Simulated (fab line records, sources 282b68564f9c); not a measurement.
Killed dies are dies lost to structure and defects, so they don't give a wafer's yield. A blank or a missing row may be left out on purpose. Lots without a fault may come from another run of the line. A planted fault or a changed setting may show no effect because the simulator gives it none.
A struck lot beside a sound one | flow rit_cmos | 16 steps out of a route of 202
Sound: wafers L715.2, L715.3, L715.4. Struck: wafers L738.4, L738.5, L738.6. The cause comes at the end.
At each step with rows: each side's tool, then ch and its chambers, then its first start. Under that, the readings that differ: sound wafers | struck wafers | difference of the means | sigmas: that difference in standard deviations of wafers without a fault.
alike: readings whose means differ by less than 2 such deviations, and words and numbers that are the same on both sides. not compared: withheld readings, readings that some wafer has no value for, bounds like >300 that may hide the same value, and numbers for which the record gives no deviation and whose values overlap.
The two part at a step that has a row with sigmas, a row that says differs or no value, or rows on one side only. Numbers that don't overlap but have no deviation are shown without sigmas and don't part them. A reading that every wafer of one side lacks parts them only if that side has two wafers or more.

RIT_ACTIVE_BOW_MEAS_00:
  sound on film_metro-04, day 1 10:01; struck on film_metro-01, day 6 05:04
  alike: INCOMING_BOW
then, 1 step without rows for these wafers: RIT_ACTIVE_OXIDATION_01 (target thk 46.8 nm, ox time 3360 s).
RIT_ACTIVE_THK_MEAS_02:
  sound on film_metro-01, day 1 12:26; struck on film_metro-01, day 6 07:28
  alike: ACTIVE_OXIDE_THK
then, 1 step without rows for these wafers: RIT_ACTIVE_CVD_03 (deposits Si3N4 from SiH2Cl2/NH3, target thk 150 nm, time 1500 s).
RIT_ACTIVE_THK_MEAS_04:
  sound on film_metro-01, day 1 13:55; struck on film_metro-03, day 6 09:31
  reading                 | sound             | struck            | difference | sigmas
  ACTIVE_NITRIDE_THK (nm) | 150.5 150.4 151.1 | 147.6 148.2 148.0 | -2.7       | -2
then, 3 steps without rows for these wafers: RIT_ACTIVE_HMDS_05 (prime time 60 s); RIT_ACTIVE_COAT_06 (resist thk 1000 nm); RIT_ACTIVE_SOFTBAKE_07 (time 60 s).
RIT_ACTIVE_EXPOSE_08: exposes mask M1, target cd 1400 nm.
  sound on iline_stepper-02 ch 0, day 1 14:34; struck on iline_stepper-01 ch 0, day 6 10:09
  reading              | sound             | struck            | difference | sigmas
  exposure_dose_mJ_cm2 | 224.8 224.7 224.5 | 215.4 215.6 215.5 | -9.2       | -5
  alike: mask
then, 2 steps without rows for these wafers: RIT_ACTIVE_PEB_09; RIT_ACTIVE_DEVELOP_10 (develop time 50 s).
RIT_ACTIVE_CD_MEAS_11: target cd 1400 nm.
  sound on cd_sem-01, day 1 14:58; struck on cd_sem-01, day 6 10:34
  reading    | sound                | struck               | difference | sigmas
  cd_nm (nm) | 1399.7 1402.0 1400.8 | 1347.3 1326.3 1363.6 | -55.1      | -26
then, 1 step without rows for these wafers: RIT_ACTIVE_HARDBAKE_12 (time 60 s).
RIT_ACTIVE_ETCH_13: etches Si3N4 in SF6, stops on SiO2, time 210 s, target depth 210 nm.
  sound on rie_diel-04 ch 0,1,2, day 1 15:13; struck on rie_diel-03 ch 1,2,3, day 6 10:47
  reading                 | sound          | struck         | difference | sigmas
  model.ACTIVE.cd_nm (nm) | 1400 1402 1401 | 1347 1326 1364 | -55        |
  alike: drypump_motor_current_A, oes_product_au, throttle_valve_pct
  not compared: rf_hours_counter_h
RIT_ACTIVE_STRIP_14: strips in O2, time 180 s.
  sound on plasma_asher-01 ch 0,1, day 1 15:20; struck on plasma_asher-02 ch 0,1, day 6 10:58
  alike: drypump_motor_current_A, rf_refl_power_W
  not compared: rf_hours_counter_h
-- the record jumps here: 2 days lie between the struck wafers' starts before and after (it left off in module ACTIVE and takes up again in module M1, whose first step shown is number 202 of the route) --
RIT_M1_PROBE_99:
  sound on prober-01, day 3 16:32; struck on prober-01, day 8 14:17
  reading                             | sound          | struck         | difference | sigmas
  model.etest.nplus_sal.width_nm (nm) | 3458 3464 3444 | 3384 3356 3395 | -77        |
  model.etest.pplus_sal.width_nm (nm) | 3452 3456 3448 | 3397 3349 3370 | -80        |
  model.etest.nldd.width_nm (nm)      | 3168 3181 3172 | 3080 3041 3094 | -102       |
  model.etest.pldd.width_nm (nm)      | 3194 3162 3168 | 3064 3031 3102 | -109       |
  alike: killed_at_contacts, killed_at_front_end, killed_dies, killed_on_rim, killed_open, killed_short
  not compared: model.etest.nmos_narrow.drive_ua_um

WHERE THEY PART
First at RIT_ACTIVE_THK_MEAS_04; last, within this record, at RIT_ACTIVE_CD_MEAS_11. Later steps at which nothing parts them and some readings are alike: RIT_ACTIVE_ETCH_13, RIT_ACTIVE_STRIP_14, RIT_M1_PROBE_99.

WHY: what the simulator had put in
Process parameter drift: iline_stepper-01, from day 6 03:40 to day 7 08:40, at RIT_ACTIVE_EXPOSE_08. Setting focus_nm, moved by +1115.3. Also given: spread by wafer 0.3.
